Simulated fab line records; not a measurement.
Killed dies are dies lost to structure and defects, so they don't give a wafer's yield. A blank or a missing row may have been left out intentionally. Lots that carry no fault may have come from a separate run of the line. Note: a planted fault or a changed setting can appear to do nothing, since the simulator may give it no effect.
fab line records + flow rit_cmos
record
- lots=6
- wafers=18
- last_day=7
route steps=202 shown NLDD@107 PLDD@114 SPACER@125 M1@202
lots untouched by any fault: they come from a run of this same line in which no faults occurred
start_h: hours from the record's first day to the start of the lot's first wafer shown + wait_h: hours elapsed since this lot's preceding step + " the same as in the row above + L1.1+2: a single row standing in for several wafers + - no value, or no start was given + * or withheld: withheld + < > ~ a bound
route shown NAME@n: a module of which the file shows steps, and the number in the route of the first + usual: the fault-free wafers' mean and standard deviation + same: alike in all rows + chamber/n: place in a boat + sites: each site's reading + _std_site: their standard deviation + _edge_site: mean of outer sites minus mean of inner sites + radius_mm: how far each site lies from the wafer's centre + mask NAME#n: copy n + behind: the last tool/chamber to shape the wafer + hold: cause of the lot's hold/its duration in hours/its outcome + device: the n, p or np transistor that did not switch + end of line: tests of these same wafers at the route's end + a step given without rows: its recipe and nothing more + killed: not the wafer's yield, but the dies lost to structure and defects at the first sort + map: per-die view of a wafer (x killed, . not killed, _ where there is no die)
set.NAME: the setting the step ran with; set.NAME@STEP: the setting that earlier step ran with + model.NAME: the simulator's own value behind a step, which no gauge read
certain route steps with their lots: each step a table, each wafer a row
services: from which hour (start_h, from the record's first day; less than 0 if before it) a tool's chamber was out of use, for how many hours, and why
## steps
# step RIT_NLDD_PEB_04
# recipe
- resist=NOVOLAK
- temp_c=withheld
- time_s=withheld
# step RIT_NLDD_DEVELOP_05
# recipe
- resist=NOVOLAK
- develop_time_s=50
- dev_temp_c=23
# step RIT_NLDD_OVL_MEAS_06
# usual
- NLDD_OVL=0.8/1.2
| lot.wafer | tool       | chamber | start_h | wait_h | NLDD_OVL[nm] |
|-----------|------------|---------|---------|--------|--------------|
| L299.3    | overlay-02 | -       | 53.20   | -      | 1.3          |
| L299.4    | "          | -       | "       | "      | 0.0          |
| L299.5    | "          | -       | "       | "      | 1.3          |
| L301.2    | overlay-01 | -       | 62.27   | -      | -1.5         |
| L301.3    | "          | -       | "       | "      | 0.7          |
| L301.6    | "          | -       | "       | "      | -0.8         |
| L309.1    | overlay-02 | -       | 105.46  | -      | -2.5         |
| L309.2    | "          | -       | "       | "      | -2.3         |
| L309.3    | "          | -       | "       | "      | -1.3         |
| L310.2    | overlay-01 | -       | 113.23  | -      | 0.6          |
| L310.3    | "          | -       | "       | "      | 1.4          |
| L310.5    | "          | -       | "       | "      | 2.5          |
| L318.2    | overlay-01 | -       | 158.44  | -      | 0.1          |
| L318.3    | "          | -       | "       | "      | -1.4         |
| L318.6    | "          | -       | "       | "      | -0.8         |
| L319.1    | overlay-01 | -       | 161.22  | -      | -0.6         |
| L319.4    | "          | -       | "       | "      | 0.4          |
| L319.6    | "          | -       | "       | "      | 0.1          |
# step RIT_NLDD_HARDBAKE_07
# recipe
- resist=NOVOLAK
- temp_c=140
- time_s=60
# step RIT_NLDD_IMPLANT_08
# recipe
- species=P
- energy_kev=20
- dose_cm2=5e+14
- tilt_deg=7
# step RIT_NLDD_STRIP_09
# recipe
- chemistry=O2
- time_s=180
- resist=NOVOLAK
- platen_temp_c=withheld
- power_w=500
- pressure_mtorr=4000
- o2_flow_sccm=4000
# usual
- drypump_motor_current_A=5.6/0.68
| lot.wafer | tool            | chamber | start_h | wait_h | drypump_motor_current_A | rf_hours_counter_h |
|-----------|-----------------|---------|---------|--------|-------------------------|--------------------|
| L299.3    | plasma_asher-01 | 1       | 53.59   | 0.1    | 6.4                     | -                  |
| L299.4    | "               | 0       | "       | "      | 4.9                     | -                  |
| L299.5    | "               | 1       | "       | "      | 6.4                     | -                  |
| L301.2    | plasma_asher-01 | 1       | 62.71   | 0.1    | 6.3                     | 42                 |
| L301.3    | "               | 0       | "       | "      | 4.9                     | -                  |
| L301.6    | "               | 0       | "       | "      | 4.9                     | -                  |
| L309.1    | plasma_asher-01 | 0       | 105.80  | 0.1    | 4.9                     | 46                 |
| L309.2    | "               | 1       | "       | "      | 6.3                     | 46                 |
| L309.3    | "               | 1       | "       | "      | 6.4                     | -                  |
| L310.2    | plasma_asher-01 | 0       | 113.56  | 0.1    | 4.9                     | 47                 |
| L310.3    | "               | 0       | "       | "      | 4.9                     | -                  |
| L310.5    | "               | 1       | "       | "      | 6.3                     | -                  |
| L318.2    | plasma_asher-04 | 0       | 158.77  | 0.1    | 6.3                     | 38                 |
| L318.3    | "               | 1       | "       | "      | 5.9                     | -                  |
| L318.6    | "               | 0       | "       | "      | 6.3                     | -                  |
| L319.1    | plasma_asher-01 | 1       | 161.56  | 0.1    | 6.4                     | 52                 |
| L319.4    | "               | 1       | "       | "      | 6.4                     | -                  |
| L319.6    | "               | 1       | "       | "      | 6.4                     | -                  |
# step RIT_NLDD_TW_MEAS_10
# usual
- NLDD_TW=2499/16
| lot.wafer | tool          | chamber | start_h | wait_h | NLDD_TW |
|-----------|---------------|---------|---------|--------|---------|
| L299.3    | film_metro-04 | -       | 53.72   | 0.1    | 2516    |
| L299.4    | "             | -       | "       | "      | 2514    |
| L299.5    | "             | -       | "       | "      | 2521    |
| L301.2    | film_metro-03 | -       | 62.90   | 0.1    | 2502    |
| L301.3    | "             | -       | "       | "      | 2506    |
| L301.6    | "             | -       | "       | "      | 2492    |
| L309.1    | film_metro-04 | -       | 105.97  | 0.1    | 2510    |
| L309.2    | "             | -       | "       | "      | 2513    |
| L309.3    | "             | -       | "       | "      | 2510    |
| L310.2    | film_metro-02 | -       | 113.74  | 0.1    | 2486    |
| L310.3    | "             | -       | "       | "      | 2487    |
| L310.5    | "             | -       | "       | "      | 2497    |
| L318.2    | film_metro-04 | -       | 158.95  | 0.1    | 2520    |
| L318.3    | "             | -       | "       | "      | 2511    |
| L318.6    | "             | -       | "       | "      | 2525    |
| L319.1    | film_metro-02 | -       | 161.73  | 0.1    | 2487    |
| L319.4    | "             | -       | "       | "      | 2494    |
| L319.6    | "             | -       | "       | "      | 2482    |
# step RIT_PLDD_HMDS_00
# recipe
- prime_time_s=60
- prime_temp_c=140
# step RIT_PLDD_COAT_01
# recipe
- resist=NOVOLAK
- spin_rpm=3250
- resist_thk_nm=1000
# step RIT_PLDD_SOFTBAKE_02
# recipe
- resist=NOVOLAK
- temp_c=90
- time_s=60
# step RIT_PLDD_EXPOSE_03
# recipe
- mask_id=M8
- na=0.57
- target_cd_nm=40900
- dose_mj=250
# step RIT_PLDD_PEB_04
# recipe
- resist=NOVOLAK
- temp_c=withheld
- time_s=withheld
# step RIT_PLDD_DEVELOP_05
# recipe
- resist=NOVOLAK
- develop_time_s=50
- dev_temp_c=23
# usual
- resist_line_temp_C=22.99/0.11
| lot.wafer | tool           | chamber | start_h | wait_h | resist_line_temp_C |
|-----------|----------------|---------|---------|--------|--------------------|
| L299.3    | litho_track-01 | 0       | 54      | -      | 23.09              |
| L299.4    | "              | 0       | "       | "      | 22.99              |
| L299.5    | "              | 0       | "       | "      | 23.09              |
| L301.2    | litho_track-02 | 0       | 63      | -      | 22.98              |
| L301.3    | "              | 0       | "       | "      | 22.89              |
| L301.6    | "              | 0       | "       | "      | 23.03              |
| L309.1    | litho_track-01 | 0       | 106     | -      | 23.11              |
| L309.2    | "              | 0       | "       | "      | 22.88              |
| L309.3    | "              | 0       | "       | "      | 23.03              |
| L310.2    | litho_track-01 | 0       | 114     | -      | 23.02              |
| L310.3    | "              | 0       | "       | "      | 22.94              |
| L310.5    | "              | 0       | "       | "      | 23.00              |
| L318.2    | litho_track-02 | 0       | 159     | -      | 22.98              |
| L318.3    | "              | 0       | "       | "      | 22.93              |
| L318.6    | "              | 0       | "       | "      | 22.78              |
| L319.1    | litho_track-04 | 0       | 162     | -      | 23.20              |
| L319.4    | "              | 0       | "       | "      | 22.97              |
| L319.6    | "              | 0       | "       | "      | 22.85              |
# step RIT_PLDD_OVL_MEAS_06
# usual
- PLDD_OVL=0.1/1.3
| lot.wafer | tool       | chamber | start_h | wait_h | PLDD_OVL[nm] |
|-----------|------------|---------|---------|--------|--------------|
| L299.3    | overlay-01 | -       | 54.63   | -      | 0.5          |
| L299.4    | "          | -       | "       | "      | 1.1          |
| L299.5    | "          | -       | "       | "      | 0.8          |
| L301.2    | overlay-01 | -       | 63.93   | -      | -0.7         |
| L301.3    | "          | -       | "       | "      | -0.6         |
| L301.6    | "          | -       | "       | "      | 0.9          |
| L309.1    | overlay-02 | -       | 107.01  | -      | -0.9         |
| L309.2    | "          | -       | "       | "      | -0.6         |
| L309.3    | "          | -       | "       | "      | -1.0         |
| L310.2    | overlay-01 | -       | 114.77  | -      | 0.5          |
| L310.3    | "          | -       | "       | "      | 1.7          |
| L310.5    | "          | -       | "       | "      | 1.1          |
| L318.2    | overlay-01 | -       | 159.98  | -      | 0.7          |
| L318.3    | "          | -       | "       | "      | 0.5          |
| L318.6    | "          | -       | "       | "      | 0.0          |
| L319.1    | overlay-01 | -       | 162.77  | -      | 0.0          |
| L319.4    | "          | -       | "       | "      | -0.3         |
| L319.6    | "          | -       | "       | "      | 0.0          |
# step RIT_PLDD_HARDBAKE_07
# recipe
- resist=NOVOLAK
- temp_c=140
- time_s=60
# step RIT_PLDD_IMPLANT_08
# recipe
- species=BF2
- energy_kev=20
- dose_cm2=8.879e+14
- tilt_deg=7
# step RIT_PLDD_STRIP_09
# recipe
- chemistry=O2
- time_s=180
- resist=NOVOLAK
- platen_temp_c=withheld
- power_w=500
- pressure_mtorr=4000
- o2_flow_sccm=4000
# usual
- drypump_motor_current_A=5.5/0.59
| lot.wafer | tool            | chamber | start_h | wait_h | drypump_motor_current_A | rf_hours_counter_h |
|-----------|-----------------|---------|---------|--------|-------------------------|--------------------|
| L299.3    | plasma_asher-04 | 0       | 55.01   | 0.1    | 6.3                     | -                  |
| L299.4    | "               | 1       | "       | "      | 5.9                     | -                  |
| L299.5    | "               | 1       | "       | "      | 5.9                     | -                  |
| L301.2    | plasma_asher-02 | 0       | 64.26   | 0.1    | 5.1                     | 43                 |
| L301.3    | "               | 0       | "       | "      | 5.2                     | -                  |
| L301.6    | "               | 1       | "       | "      | 4.6                     | -                  |
| L309.1    | plasma_asher-02 | 0       | 107.34  | 0.1    | 5.1                     | 46                 |
| L309.2    | "               | 1       | "       | "      | 4.7                     | 46                 |
| L309.3    | "               | 1       | "       | "      | 4.6                     | -                  |
| L310.2    | plasma_asher-04 | 0       | 115.10  | 0.1    | 6.3                     | 34                 |
| L310.3    | "               | 0       | "       | "      | 6.3                     | -                  |
| L310.5    | "               | 0       | "       | "      | 6.3                     | -                  |
| L318.2    | plasma_asher-04 | 1       | 160.31  | 0.1    | 5.9                     | 39                 |
| L318.3    | "               | 0       | "       | "      | 6.3                     | -                  |
| L318.6    | "               | 1       | "       | "      | 5.9                     | -                  |
| L319.1    | plasma_asher-04 | 0       | 163.10  | 0.1    | 6.3                     | 39                 |
| L319.4    | "               | 0       | "       | "      | 6.3                     | -                  |
| L319.6    | "               | 1       | "       | "      | 5.9                     | -                  |
# step RIT_PLDD_TW_MEAS_10
# usual
- PLDD_TW=2342/14
| lot.wafer | tool          | chamber | start_h | wait_h | PLDD_TW |
|-----------|---------------|---------|---------|--------|---------|
| L299.3    | film_metro-04 | -       | 55.14   | 0.1    | 2379    |
| L299.4    | "             | -       | "       | "      | 2364    |
| L299.5    | "             | -       | "       | "      | 2366    |
| L301.2    | film_metro-02 | -       | 64.44   | 0.1    | 2332    |
| L301.3    | "             | -       | "       | "      | 2325    |
| L301.6    | "             | -       | "       | "      | 2326    |
| L309.1    | film_metro-02 | -       | 107.52  | 0.1    | 30      |
| L309.2    | "             | -       | "       | "      | 30      |
| L309.3    | "             | -       | "       | "      | 30      |
| L310.2    | film_metro-03 | -       | 115.29  | 0.1    | 30      |
| L310.3    | "             | -       | "       | "      | 30      |
| L310.5    | "             | -       | "       | "      | 30      |
| L318.2    | film_metro-02 | -       | 160.50  | 0.1    | 2313    |
| L318.3    | "             | -       | "       | "      | 2329    |
| L318.6    | "             | -       | "       | "      | 2329    |
| L319.1    | film_metro-04 | -       | 163.28  | 0.1    | 2357    |
| L319.4    | "             | -       | "       | "      | 2362    |
| L319.6    | "             | -       | "       | "      | 2365    |
# step RIT_SPACER_CLEAN_00
# recipe
- chemistry=SC1
- mix=3:3:50
- time_s=600
- temp_c=75
# step RIT_M1_PROBE_99
# usual
- killed_at_contacts=0.1/0.28
- killed_at_front_end=7.0/2.9
- killed_dies=7.0/2.9
- killed_on_rim=1.8/1.4
- killed_open=3.4/2.1
- killed_short=3.6/1.7
# same
- gross_dies=264
- killed_at_M0_to_M3=0
- killed_at_M4_up=0
- killed_at_back_side=0
- killed_at_other=0
| lot.wafer | tool      | chamber | start_h | wait_h | killed_at_contacts | killed_at_front_end | killed_dies | killed_on_rim | killed_open | killed_short |
|-----------|-----------|---------|---------|--------|--------------------|---------------------|-------------|---------------|-------------|--------------|
| L301.2    | prober-02 | -       | 78.93   | 0.1    | 0                  | 9                   | 9           | 3             | 2           | 7            |
| L301.3    | prober-02 | -       | 78.98   | 0.2    | 0                  | 14                  | 14          | 4             | 6           | 8            |
| L301.6    | prober-02 | -       | 79.13   | 0.2    | 0                  | 12                  | 12          | 6             | 6           | 6            |
| L309.1    | prober-01 | -       | 121.03  | 0.1    | 0                  | 264                 | 264         | 70            | 3           | 3            |
| L309.2    | prober-01 | -       | 121.08  | 0.1    | 0                  | 264                 | 264         | 70            | 2           | 2            |
| L309.3    | prober-01 | -       | 121.13  | 0.2    | 1                  | 263                 | 264         | 70            | 5           | 5            |
| L310.2    | prober-02 | -       | 128.97  | 0.1    | 0                  | 264                 | 264         | 70            | 1           | 4            |
| L310.3    | prober-02 | -       | 129.02  | 0.2    | 0                  | 264                 | 264         | 70            | 5           | 4            |
| L310.5    | prober-02 | -       | 129.12  | 0.2    | 0                  | 264                 | 264         | 70            | 2           | 3            |
# killed by level:class
L301.2 GATE:geometric_particle:short=3 FOX1:geometric_particle:short=2 FOX1:geometric_particle:open=1 FOX2:geometric_particle:short=1 GATE:geometric_particle:open=1 REOX:geometric_particle:short=1
L301.3 GATE:geometric_particle:short=5 GATE:geometric_particle:open=4 FOX2:geometric_particle:short=1 SPACER:geometric_particle:short=1 SPACER:geometric_particle:open=1 SILICIDE:geometric_particle:short=1 SILICIDE:geometric_particle:open=1
L301.6 GATE:geometric_particle:open=3 GATE:geometric_particle:short=2 REOX:geometric_particle:open=2 SILICIDE:geometric_particle:short=2 FOX1:geometric_particle:short=1 SPACER:geometric_particle:short=1 SILICIDE:geometric_particle:open=1
L309.1 PLDD:area_develop=258 GATE:geometric_particle:open=2 FOX1:geometric_particle:short=1 GATE:geometric_particle:short=1 REOX:geometric_particle:open=1 SPACER:geometric_particle:short=1
L309.2 PLDD:area_develop=260 GATE:geometric_particle:short=1 GATE:geometric_particle:open=1 REOX:geometric_particle:short=1 REOX:geometric_particle:open=1
L309.3 PLDD:area_develop=254 GATE:geometric_particle:short=2 GATE:geometric_particle:open=2 ACTIVE:geometric_particle:open=1 FOX1:geometric_particle:short=1 FOX1:geometric_particle:open=1 REOX:geometric_particle:open=1 SPACER:geometric_particle:short=1
L310.2 PLDD:area_develop=259 FOX1:geometric_particle:short=3 GATE:geometric_particle:short=1 SILICIDE:geometric_particle:open=1
L310.3 PLDD:area_develop=255 REOX:geometric_particle:short=2 SPACER:geometric_particle:open=2 FOX1:geometric_particle:short=1 FOX1:geometric_particle:open=1 GATE:geometric_particle:short=1 REOX:geometric_particle:open=1 SILICIDE:geometric_particle:open=1
L310.5 PLDD:area_develop=259 SILICIDE:geometric_particle:short=2 FOX1:geometric_particle:open=1 FOX1:geometric_particle:short=1 GATE:geometric_particle:open=1
# map L309.1 (x killed, . not)
________xxxxxxx_______
_____xxxxxxxxxxxxx____
____xxxxxxxxxxxxxxx___
___xxxxxxxxxxxxxxxxx__
__xxxxxxxxxxxxxxxxxxx_
__xxxxxxxxxxxxxxxxxxx_
_xxxxxxxxxxxxxxxxxxxxx
_xxxxxxxxxxxxxxxxxxxxx
_xxxxxxxxxxxxxxxxxxxxx
_xxxxxxxxxxxxxxxxxxxxx
__xxxxxxxxxxxxxxxxxxx_
__xxxxxxxxxxxxxxxxxxx_
___xxxxxxxxxxxxxxxxx__
____xxxxxxxxxxxxxxx___
_____xxxxxxxxxxxxx____
________xxxxxxx_______
# map L310.2 (x killed, . not)
________xxxxxxx_______
_____xxxxxxxxxxxxx____
____xxxxxxxxxxxxxxx___
___xxxxxxxxxxxxxxxxx__
__xxxxxxxxxxxxxxxxxxx_
__xxxxxxxxxxxxxxxxxxx_
_xxxxxxxxxxxxxxxxxxxxx
_xxxxxxxxxxxxxxxxxxxxx
_xxxxxxxxxxxxxxxxxxxxx
_xxxxxxxxxxxxxxxxxxxxx
__xxxxxxxxxxxxxxxxxxx_
__xxxxxxxxxxxxxxxxxxx_
___xxxxxxxxxxxxxxxxx__
____xxxxxxxxxxxxxxx___
_____xxxxxxxxxxxxx____
________xxxxxxx_______
## services
| tool            | chamber | start_h | hours | kind       |
|-----------------|---------|---------|-------|------------|
| plasma_asher-02 | -       | 108.80  | 9.0   | pm         |
| plasma_asher-02 | 0       | 108.80  | 9.0   | vent_cycle |
| plasma_asher-02 | 1       | 108.80  | 9.0   | vent_cycle |
| plasma_asher-02 | 0       | 117.80  | -     | clean      |
| plasma_asher-02 | 1       | 117.80  | -     | clean      |
## key
first_sign
- step=RIT_PLDD_TW_MEAS_10
- reading=PLDD_TW
- direction=down
- sigmas=99+
- usual=2342
- struck=30
effect
- step=RIT_M1_PROBE_99
- reading=killed_dies
- direction=up
- sigmas=88
- usual=7.0
- struck=264
more_kills_born_at
- RIT_PLDD_DEVELOP_05@litho_track-01=1545
met_at RIT_PLDD_DEVELOP_05
struck_wafers L309.1,L309.2,L309.3,L310.2,L310.3,L310.5
tester_left_out L309,L310
onset_between 54 106
fault
- kind=process_parameter_drift
- tool=litho_track-01
- chamber=-
- onset_h=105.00
- steps=RIT_PLDD_DEVELOP_05
- channel=develop_time_s
- offset=*
- shape=step
- end_h=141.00
- acts_in=*
- stated=*
# tester_left_out: of these lots the tester's yield and bins aren't shown, on N5 and GAA mostly nor the transistor test; their killed dies are dies lost to structure and defects alone, not to doping, threshold or leakage, so they don't give the yield
